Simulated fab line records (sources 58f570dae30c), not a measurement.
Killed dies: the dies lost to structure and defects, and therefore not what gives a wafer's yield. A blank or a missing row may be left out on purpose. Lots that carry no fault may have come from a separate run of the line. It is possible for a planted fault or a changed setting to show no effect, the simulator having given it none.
fab line records | flow berkeleyCmos170
record lots=6 | wafers=18 | lastDay=13
route steps=331 shown NLDD@168 SPACER@171 PSD@175
lots that met no fault: from a run of the same line without faults
startH: the number of hours between the record's first day and the start of the first shown wafer of the lot | waitH: how many hours have passed since the lot's step before this one | " as in the row above | L1.1+2: a row that stands for several wafers | - value missing, or start not given | * or withheld: withheld | < > ~ a bound
route shown NAME@n: a module of which the file shows steps, and the number in the route of the first | usual: mean and standard deviation over wafers with no fault | same: alike in all rows | chamber/n: place in a boat | sites: the reading at each site | _std_site: the standard deviation of these | _edge_site: outer sites' mean less inner sites' | radiusMm: for every site, how far away it sits from the centre of the wafer | mask NAME#n: copy n | behind: the last tool/chamber to shape the wafer | hold: what put the lot on hold/how long, in hours/how the hold closed | device: which transistor (n, p or np) failed to switch | end of line: tests of these same wafers at the route's end | where a step has no rows: the recipe by itself | killed: dies that structure and defects cost at the first sort, which is not the same as the wafer's yield | map: a wafer's dies, marking killed ones x, the rest . and places with no die _
set.NAME: the setting the step ran with; set.NAME@STEP: the setting that earlier step ran with | model.NAME: the simulator's own value behind a step, which no gauge read
lots seen at some steps along the route; tables by step, rows by wafer
services: the hour from which a tool's chamber was out of use, counted from the record's first day as startH (under 0 if before that day), plus the number of hours and why
## steps
# step UCB170_NLDD_STRIP_10
# recipe chemistry=O2 | powerW=400 | pressureMtorr=3500 | platenTempC=withheld | o2FlowSccm=400 | overashFraction=0.5
# usual drypumpMotorCurrentA=5.8/0.31 | oesProductAu=0.735/0.0042 | stripTimeToEndpointS=21.64/0.055
lot.wafer | tool           | chamber | startH | waitH | drypumpMotorCurrentA | oesProductAu | rfHoursCounterH | stripTimeToEndpointS
L698.1    | plasmaAsher-04 | 0       | 169.65 | 0.1   | 5.3                  | 0.735        | 36              | 21.61
L698.2    | "              | 1       | "      | "     | 5.5                  | 0.737        | 36              | 21.54
L698.6    | "              | 0       | "      | "     | 5.4                  | 0.734        | -               | 21.62
L705.1    | plasmaAsher-03 | 0       | 206.53 | 0.1   | 6.3                  | 0.740        | 48              | 21.76
L705.2    | "              | 1       | "      | "     | 5.6                  | 0.730        | 48              | 21.65
L705.5    | "              | 0       | "      | "     | 6.3                  | 0.742        | -               | 21.65
L712.2    | plasmaAsher-02 | 0       | 226.47 | 0.1   | 5.9                  | 0.728        | 15              | 21.76
L712.3    | "              | 0       | "      | "     | 5.9                  | 0.734        | -               | 21.73
L712.6    | "              | 0       | "      | "     | 5.9                  | 0.735        | -               | 21.70
L713.1    | plasmaAsher-03 | 1       | 226.55 | 0.1   | 5.6                  | 0.738        | 50              | 21.69
L713.4    | "              | 1       | "      | "     | 5.6                  | 0.726        | -               | 21.72
L713.6    | "              | 0       | "      | "     | 6.3                  | 0.737        | -               | 21.65
L715.1    | plasmaAsher-04 | 0       | 238.98 | 0.1   | 5.3                  | 0.742        | 40              | 21.62
L715.5    | "              | 0       | "      | "     | 5.3                  | 0.731        | -               | 21.57
L715.6    | "              | 1       | "      | "     | 5.5                  | 0.735        | -               | 21.65
L719.2    | plasmaAsher-04 | 1       | 267.15 | 0.1   | 5.5                  | 0.730        | 45              | 21.55
L719.3    | "              | 0       | "      | "     | 5.3                  | 0.736        | -               | 21.55
L719.6    | "              | 1       | "      | "     | 5.5                  | 0.727        | -               | 21.50
# step UCB170_NLDD_TW_MEAS_11
# usual NLDD_TW=2217/26
lot.wafer | tool         | chamber | startH | waitH | NLDD_TW
L698.1    | filmMetro-01 | -       | 169.75 | 0.1   | 2209
L698.2    | "            | -       | "      | "     | 2192
L698.6    | "            | -       | "      | "     | 2201
L705.1    | filmMetro-01 | -       | 206.63 | 0.1   | 2214
L705.2    | "            | -       | "      | "     | 2204
L705.5    | "            | -       | "      | "     | 2194
L712.2    | filmMetro-02 | -       | 226.59 | 0.1   | 2257
L712.3    | "            | -       | "      | "     | 2227
L712.6    | "            | -       | "      | "     | 2247
L713.1    | filmMetro-01 | -       | 226.67 | 0.1   | 2192
L713.4    | "            | -       | "      | "     | 2189
L713.6    | "            | -       | "      | "     | 2190
L715.1    | filmMetro-03 | -       | 239.08 | 0.1   | 2233
L715.5    | "            | -       | "      | "     | 2245
L715.6    | "            | -       | "      | "     | 2237
L719.2    | filmMetro-02 | -       | 267.26 | 0.1   | 2257
L719.3    | "            | -       | "      | "     | 2252
L719.6    | "            | -       | "      | "     | 2239
# step UCB170_NLDD_CLEAN_12
# recipe chemistry=SPM | tempC=120 | timeS=600
# step UCB170_SPACER_CVD_00
# recipe material=SiO2 | targetThkNm=376 | tempC=390 | precursor=TEOS/O2 | timeS=47 | rfW=550 | pressureMtorr=9000
# usual heaterPowerW=250/57
lot.wafer | tool     | chamber | startH | waitH | heaterPowerW
L698.1    | pecvd-01 | 1       | 170.14 | 0.0   | 233
L698.2    | "        | 2       | "      | "     | 236
L698.6    | "        | 2       | "      | "     | 245
L705.1    | pecvd-04 | 2       | 206.90 | 0.0   | 402
L705.2    | "        | 1       | "      | "     | 260
L705.5    | "        | 2       | "      | "     | 405
L712.2    | pecvd-04 | 1       | 226.82 | 0.0   | 261
L712.3    | "        | 2       | "      | "     | 318
L712.6    | "        | 1       | "      | "     | 269
L713.1    | pecvd-01 | 2       | 226.94 | 0.0   | 179
L713.4    | "        | 1       | "      | "     | 208
L713.6    | "        | 0       | "      | "     | 263
L715.1    | pecvd-03 | 1       | 239.40 | 0.0   | 207
L715.5    | "        | 1       | "      | "     | 221
L715.6    | "        | 2       | "      | "     | 298
L719.2    | pecvd-04 | 1       | 267.53 | 0.0   | 253
L719.3    | "        | 0       | "      | "     | 258
L719.6    | "        | 1       | "      | "     | 264
# step UCB170_SPACER_THK_MEAS_01
# recipe reads=SiO2_of_SPACER_CVD_00
# usual SPACER_TEOS_THK=376/4.4
lot.wafer | tool         | chamber | startH | waitH | SPACER_TEOS_THK[nm]
L698.1    | filmMetro-01 | -       | 170.19 | 0.0   | 372
L698.2    | "            | -       | "      | "     | 369
L698.6    | "            | -       | "      | "     | 379
L705.1    | filmMetro-04 | -       | 206.94 | 0.0   | 369
L705.2    | "            | -       | "      | "     | 366
L705.5    | "            | -       | "      | "     | 375
L712.2    | filmMetro-03 | -       | 226.87 | 0.0   | 371
L712.3    | "            | -       | "      | "     | 372
L712.6    | "            | -       | "      | "     | 377
L713.1    | filmMetro-04 | -       | 226.99 | 0.0   | 372
L713.4    | "            | -       | "      | "     | 380
L713.6    | "            | -       | "      | "     | 378
L715.1    | filmMetro-03 | -       | 239.44 | 0.0   | 371
L715.5    | "            | -       | "      | "     | 379
L715.6    | "            | -       | "      | "     | 381
L719.2    | filmMetro-01 | -       | 267.58 | 0.0   | 376
L719.3    | "            | -       | "      | "     | 376
L719.6    | "            | -       | "      | "     | 378
# step UCB170_SPACER_ANNEAL_02
# recipe tempC=900 | timeS=1800 | ambient=N2
# step UCB170_SPACER_ETCHBACK_03
# recipe stopOn=Si | target=SiO2 | chemistry=CHF3/CF4/Ar | CHF3_flow_sccm=50 | cf4FlowSccm=10 | Ar_flow_sccm=120 | pressureMtorr=200 | rfW=500 | targetDepthA=3760 | timeS=100
# usual drypumpMotorCurrentA=5.8/0.56 | mfcArSccm=119.9/0.33 | oesProductAu=0.900/0.019 | throttleValvePct=6.49/0.11
lot.wafer | tool       | chamber | startH | waitH | drypumpMotorCurrentA | mfcArSccm | oesProductAu | rfHoursCounterH | throttleValvePct
L698.1    | rieDiel-03 | 3       | 175.09 | 0.0   | 6.6                  | 120.0     | 0.901        | 8               | 6.59
L698.2    | "          | 2       | "      | "     | 5.0                  | 120.2     | 0.890        | 116             | 6.41
L698.6    | "          | 0       | "      | "     | 5.4                  | 120.3     | 0.916        | -               | 6.50
L705.1    | rieDiel-03 | 1       | 213.63 | 0.0   | 6.5                  | 120.0     | 0.897        | 15              | 6.46
L705.2    | "          | 2       | "      | "     | 5.0                  | 119.8     | 0.884        | 118             | 6.42
L705.5    | "          | 0       | "      | "     | 5.4                  | 119.9     | 0.911        | -               | 6.50
L712.2    | rieDiel-03 | 0       | 229.17 | 0.1   | 5.4                  | 120.0     | 0.896        | 91              | 6.49
L712.3    | "          | 1       | "      | "     | 6.4                  | 119.5     | 0.909        | 16              | 6.46
L712.6    | "          | 2       | "      | "     | 5.0                  | 120.3     | 0.896        | -               | 6.42
L713.1    | rieDiel-02 | 3       | 229.24 | 0.1   | 5.7                  | 119.9     | 0.916        | 5               | 6.32
L713.4    | "          | 1       | "      | "     | 6.0                  | 119.8     | 0.882        | 72              | 6.51
L713.6    | "          | 1       | "      | "     | 5.9                  | 119.8     | 0.874        | -               | 6.50
L715.1    | rieDiel-03 | 3       | 243.09 | 0.0   | 6.7                  | 120.1     | 0.892        | 11              | 6.64
L715.5    | "          | 2       | "      | "     | 5.0                  | 119.6     | 0.907        | -               | 6.42
L715.6    | "          | 1       | "      | "     | 6.4                  | 120.0     | 0.923        | -               | 6.45
L719.2    | rieDiel-01 | 1       | 272.03 | 0.0   | 5.8                  | 120.5     | 0.910        | 31              | 6.68
L719.3    | "          | 3       | "      | "     | 6.4                  | 120.6     | 0.884        | 86              | 6.48
L719.6    | "          | 3       | "      | "     | 6.4                  | 119.9     | 0.890        | -               | 6.49
# step UCB170_PSD_HMDS_00
# recipe primeTimeS=60 | primeTempC=100
# step UCB170_PSD_COAT_01
# recipe resist=KrF | spinRpm=1500 | resistThkNm=900
# step UCB170_PSD_SOFTBAKE_02
# recipe resist=KrF | tempC=130 | timeS=60
# step UCB170_PSD_EXPOSE_03
# recipe maskId=PSELECT_MOD | na=0.5 | sigmaOuter=0.6 | sourceShape=conventional | targetCdNm=1200 | doseMj=30
# step UCB170_PSD_PEB_04
# recipe pebTempC=130 | pebTimeS=withheld | resist=KrF
# step UCB170_PSD_DEVELOP_05
# recipe developer=TMAH | developTimeS=45 | resist=KrF | devTempC=21
# usual chillPlateTempC=23.00/0.1 | developTimeS=45/0 | resistLineTempC=23.00/0.1
lot.wafer | tool          | chamber | startH | waitH | chillPlateTempC | developTimeS | resistLineTempC | model.KrF_of_PSD_COAT_01.thkNm
L698.1    | lithoTrack-01 | 0       | 176    | -     | 22.95           | 45           | 22.98           | 888.9
L698.2    | "             | 0       | "      | "     | 23.01           | 45           | 22.96           | 889.1
L698.6    | "             | 0       | "      | "     | 22.98           | 45           | 22.90           | 889.7
L705.1    | lithoTrack-03 | 0       | 214    | -     | 23.08           | 45           | 22.96           | 882.5
L705.2    | "             | 0       | "      | "     | 22.88           | 45           | 23.10           | 883.9
L705.5    | "             | 0       | "      | "     | 22.93           | 45           | 22.99           | 883.4
L712.2    | lithoTrack-03 | 0       | 231    | -     | 22.90           | 45           | 23.00           | 885.7
L712.3    | "             | 0       | "      | "     | 22.92           | 45           | 22.92           | 881.9
L712.6    | "             | 0       | "      | "     | 22.86           | 45           | 22.87           | 880.3
L713.1    | lithoTrack-02 | -       | 231    | -     | -               | -            | -               | 900.3
L713.4    | "             | -       | "      | "     | -               | -            | -               | 898.4
L713.6    | "             | -       | "      | "     | -               | -            | -               | 901.8
L715.1    | lithoTrack-01 | -       | 244    | -     | -               | -            | -               | 899.6
L715.5    | "             | -       | "      | "     | -               | -            | -               | 903.9
L715.6    | "             | -       | "      | "     | -               | -            | -               | 901
L719.2    | lithoTrack-03 | 0       | 273    | -     | 23.11           | 45           | 23.23           | 881.5
L719.3    | "             | 0       | "      | "     | 23.25           | 45           | 23.07           | 884.6
L719.6    | "             | 0       | "      | "     | 22.97           | 45           | 23.18           | 882.1
# step UCB170_PSD_CD_MEAS_06
# recipe targetCdNm=1200
# usual cdNm=1200.1/1.4
lot.wafer | tool     | chamber | startH | waitH | cdNm
L698.1    | cdSem-01 | -       | 176.67 | -     | 1198.9
L698.2    | "        | -       | "      | "     | 1199.0
L698.6    | "        | -       | "      | "     | 1197.9
L705.1    | cdSem-02 | -       | 214.79 | -     | 1200.8
L705.2    | "        | -       | "      | "     | 1199.7
L705.5    | "        | -       | "      | "     | 1201.1
L712.2    | cdSem-02 | -       | 231.57 | -     | 1202.7
L712.3    | "        | -       | "      | "     | 1201.9
L712.6    | "        | -       | "      | "     | 1200.4
L713.1    | cdSem-01 | -       | 231.62 | -     | -
L713.4    | "        | -       | "      | "     | -
L713.6    | "        | -       | "      | "     | -
L715.1    | cdSem-01 | -       | 244.55 | -     | -
L715.5    | "        | -       | "      | "     | -
L715.6    | "        | -       | "      | "     | -
L719.2    | cdSem-01 | -       | 273.29 | -     | 1200.7
L719.3    | "        | -       | "      | "     | 1200.3
L719.6    | "        | -       | "      | "     | 1200.8
## services
tool           | chamber | startH | hours | kind
pecvd-01       | -       | 147.74 | 1.3   | repair
pecvd-03       | 0       | 149.50 | -     | clean
pecvd-03       | 1       | 149.50 | -     | clean
pecvd-03       | 2       | 149.50 | -     | clean
rieDiel-03     | 2       | 164.16 | 3.0   | repair
plasmaAsher-04 | -       | 179.30 | 36.0  | repair
plasmaAsher-03 | -       | 185.98 | 2.8   | pm
rieDiel-02     | 1       | 191.31 | 4.4   | repair
rieDiel-01     | -       | 200.00 | 4.0   | pm
rieDiel-03     | -       | 230.53 | 2.8   | pm
rieDiel-03     | -       | 234.64 | 0.3   | repair
pecvd-01       | -       | 239.57 | 1.2   | repair
plasmaAsher-03 | -       | 247.52 | 28.1  | pm
rieDiel-01     | -       | 253.30 | 0.6   | repair
rieDiel-02     | 3       | 259.21 | 12.3  | repair
## key
firstSign step=UCB170_PSD_DEVELOP_05 | reading=toolRecord | direction=missing
effect none on later readings
modelEffect step=UCB170_PSD_DEVELOP_05 | value=KrF_of_PSD_COAT_01.thkNm | without=886.6 | struck=900.8
metAt UCB170_PSD_DEVELOP_05
struckWafers L713.1,L713.4,L713.6,L715.1,L715.5,L715.6
sortLeftOut L713.1,L713.4,L713.6,L715.1,L715.5,L715.6
testerLeftOut L713,L715
fault kind=skippedStepWhole | tool=lithoTrack-01,lithoTrack-02 | chamber=- | onsetH=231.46 | steps=UCB170_PSD_DEVELOP_05 | scope=struckLotsOnly
# testerLeftOut: of these lots the tester's yield and bins aren't shown, on N5 and GAA mostly nor the transistor test; their killed dies are dies lost to structure and defects alone, not to doping, threshold or leakage, so they don't give the yield
# sortLeftOut: the simulated sort isn't trusted on such a fault, so these wafers' sort isn't shown, and their yield isn't known
